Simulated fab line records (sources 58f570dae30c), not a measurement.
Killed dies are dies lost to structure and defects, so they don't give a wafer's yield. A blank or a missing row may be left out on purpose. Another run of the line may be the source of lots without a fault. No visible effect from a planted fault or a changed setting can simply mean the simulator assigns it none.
Which tool was responsible? -- flow berkeley cmos170 -- Sampling: 14 lots, 42 wafers, 4 of 331 route steps

== WHAT EACH GAUGE READ, for each wafer ==
UCB170_NSD_TW_MEAS_10. Usual: for NSD_TW the level is 4241 and the standard deviation is 73.
lot,measured,on,NSD_TW,flag
L763,day 6 09:07,film metro-01,4178 4186 4172,
L764,day 6 10:01,film metro-01,4161 4142 4151,
L767,day 7 02:21,film metro-02,4355 4338 4322,
L766,day 7 02:28,film metro-03,4210 4193 4196,
L765,day 7 02:42,film metro-01,4154 4151 4139,
L768,day 7 16:04,film metro-02,4307 4327 4311,
L772,day 8 17:48,film metro-03,4235 4234 4243,
L773,day 8 18:01,film metro-02,4444 4456 4488,OFF
L777,day 9 14:26,film metro-03,4214 4215 4232,
L776,day 9 14:49,film metro-02,4515 4472 4492,OFF
L782,day 10 13:29,film metro-03,4237 4254 4237,
L783,day 11 04:38,film metro-02,4357 4350 4363,
L784,day 11 08:43,film metro-03,4181 4220 4206,
L785,day 11 09:52,film metro-02,4358 4343 4341,

UCB170_SDANNEAL_RS_MEAS_03: a four-point-probe measurement. Usual: for NSD_RS the level is 37.27 ohm/sq and the standard deviation is 0.09.
lot,measured,on,NSD_RS (ohm/sq),flag
L763,day 6 10:19,film metro-02,37.35 37.25 37.35,
L764,day 6 11:16,film metro-01,37.37 37.38 37.35,
L767,day 7 03:35,film metro-02,37.33 37.16 37.32,
L766,day 7 03:50,film metro-03,37.13 37.21 37.18,
L765,day 7 03:58,film metro-01,37.20 37.17 37.33,
L768,day 7 17:17,film metro-01,37.30 37.40 37.30,
L772,day 8 21:44,film metro-01,37.30 37.17 37.14,
L773,day 8 22:31,film metro-02,36.01 35.77 35.73,OFF
L777,day 9 15:38,film metro-02,37.30 37.24 37.27,
L776,day 9 16:17,film metro-02,35.90 35.85 35.70,OFF
L782,day 10 15:37,film metro-03,37.24 37.13 37.29,
L783,day 11 05:56,film metro-02,37.42 37.39 37.34,
L784,day 11 10:01,film metro-03,37.29 37.16 37.22,
L785,day 11 11:08,film metro-01,37.41 37.26 37.40,

== TOOL THAT RAN EACH LOT (tool first, then ch and the chambers of the sampled wafers, then the start) ==
lot,UCB170_NSD_IMPLANT_08,UCB170_NSD_STRIP_09
L763,"implanter-02 ch 0, day 6 08:52","plasma asher-04 ch 0, day 6 09:00"
L764,"implanter-02 ch 0, day 6 09:48","plasma asher-03 ch 0,1, day 6 09:55"
L767,"implanter-02 ch 0, day 7 02:07","plasma asher-04 ch 0,1, day 7 02:14"
L766,"implanter-03 ch 0, day 7 02:13","plasma asher-03 ch 0,1, day 7 02:22"
L765,"implanter-04 ch 0, day 7 02:27","plasma asher-02 ch 0,1, day 7 02:36"
L768,"implanter-04 ch 0, day 7 15:49","plasma asher-03 ch 0,1, day 7 15:58"
L772,"implanter-03 ch 0, day 8 17:34","plasma asher-02 ch 0,1, day 8 17:41"
L773,"implanter-02 ch 0, day 8 17:46","plasma asher-03 ch 0,1, day 8 17:55"
L777,"implanter-03 ch 0, day 9 14:11","plasma asher-04 ch 0, day 9 14:20"
L776,"implanter-02 ch 0, day 9 14:34","plasma asher-04 ch 0,1, day 9 14:43"
L782,"implanter-04 ch 0, day 10 13:14","plasma asher-04 ch 1, day 10 13:23"
L783,"implanter-03 ch 0, day 11 04:23","plasma asher-03 ch 0,1, day 11 04:32"
L784,"implanter-03 ch 0, day 11 08:29","plasma asher-04 ch 0,1, day 11 08:37"
L785,"implanter-03 ch 0, day 11 09:38","plasma asher-04 ch 0,1, day 11 09:47"
- UCB170_NSD_IMPLANT_08
- UCB170_NSD_STRIP_09: strips in O2.

== AS READ BY THE TOOLS THEMSELVES (means over the sampled wafers that have a number; for cases with no such wafer, the mark the record gives instead) ==
UCB170_NSD_IMPLANT_08. Usual: beam energy keV 39.999, standard deviation 0.014; beam on s 10.00 s, standard deviation 0.2.
lot,tool,beam energy keV,beam on s (s),flag
L763,implanter-02,39.991,9.86,
L764,implanter-02,40.005,9.94,
L767,implanter-02,39.999,9.90,
L766,implanter-03,40.000,10.10,
L765,implanter-04,40.019,10.21,
L768,implanter-04,39.992,9.80,
L772,implanter-03,39.994,10.11,
L773,implanter-02,45.199,10.11,OFF
L777,implanter-03,39.998,10.01,
L776,implanter-02,45.183,9.99,OFF
L782,implanter-04,39.995,10.07,
L783,implanter-03,40.008,10.06,
L784,implanter-03,39.990,9.91,
L785,implanter-03,39.990,9.90,

UCB170_NSD_STRIP_09. Usual: drypump motor current A 5.9 A, standard deviation 0.42; oes product au 0.534 a.u., standard deviation 0.0045; strip time to endpoint s 35.81 s, standard deviation 0.099.
lot,tool,drypump motor current A (A),oes product au (a.u.),strip time to endpoint s (s),flag
L763,plasma asher-04,6.3,0.536,35.68,
L764,plasma asher-03,5.8,0.535,35.79,
L767,plasma asher-04,5.6,0.534,35.70,
L766,plasma asher-03,5.7,0.531,35.97,
L765,plasma asher-02,6.1,0.537,35.84,
L768,plasma asher-03,5.8,0.539,35.92,
L772,plasma asher-02,6.0,0.539,35.74,
L773,plasma asher-03,5.7,0.516,37.73,OFF
L777,plasma asher-04,6.3,0.533,35.87,
L776,plasma asher-04,6.0,0.520,37.74,OFF
L782,plasma asher-04,5.3,0.532,35.78,
L783,plasma asher-03,5.8,0.532,35.71,
L784,plasma asher-04,5.6,0.534,35.72,
L785,plasma asher-04,5.6,0.536,35.73,

== THE ANSWER, worked out from the rows above alone ==
Rule: a lot is off if the mean of its wafers that have a number lies more than 3 standard deviations from the usual mean. Also off: a lot with no number at a reading for which 4 or more lots have one. All remaining lots with rows at the step are treated as sound. The gauges are gone through in route order, then the tools' own readings, and for those a lot's mean is taken as printed above. The first step at which some lot is off is used, and at that step the reading that is off furthest; a lot without a number counts as furthest.
Off: L773, L776, at UCB170_NSD_TW_MEAS_10 (NSD_TW).
A tool fits if, at a process step before that reading, it ran every lot that is off, and no sound lot after the first of them. The gauges at UCB170_NSD_TW_MEAS_10 aren't tried: what is off there is off at UCB170_NSD_IMPLANT_08 too, on other tools, and a gauge's error can't cause that. One candidate fits, namely implanter-02 at UCB170_NSD_IMPLANT_08. A fault onset in the window from L767 (day 7 02:07, its last sound lot) to L773 (day 8 17:46, its first lot off) fits.
On the lots that are off, the tool's own readings at UCB170_NSD_IMPLANT_08 differ by more than 5 times the standard deviation of the sound lots' means, which bears it out; beam energy keV reads 45.191 there versus 39.998 on the sound lots.

== WHAT THE SIMULATOR HAD INSERTED ==
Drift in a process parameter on implanter-02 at UCB170_NSD_IMPLANT_08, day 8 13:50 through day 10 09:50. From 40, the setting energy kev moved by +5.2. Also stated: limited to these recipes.
Struck lots among those shown: L773, L776. The rule above reached the same finding.
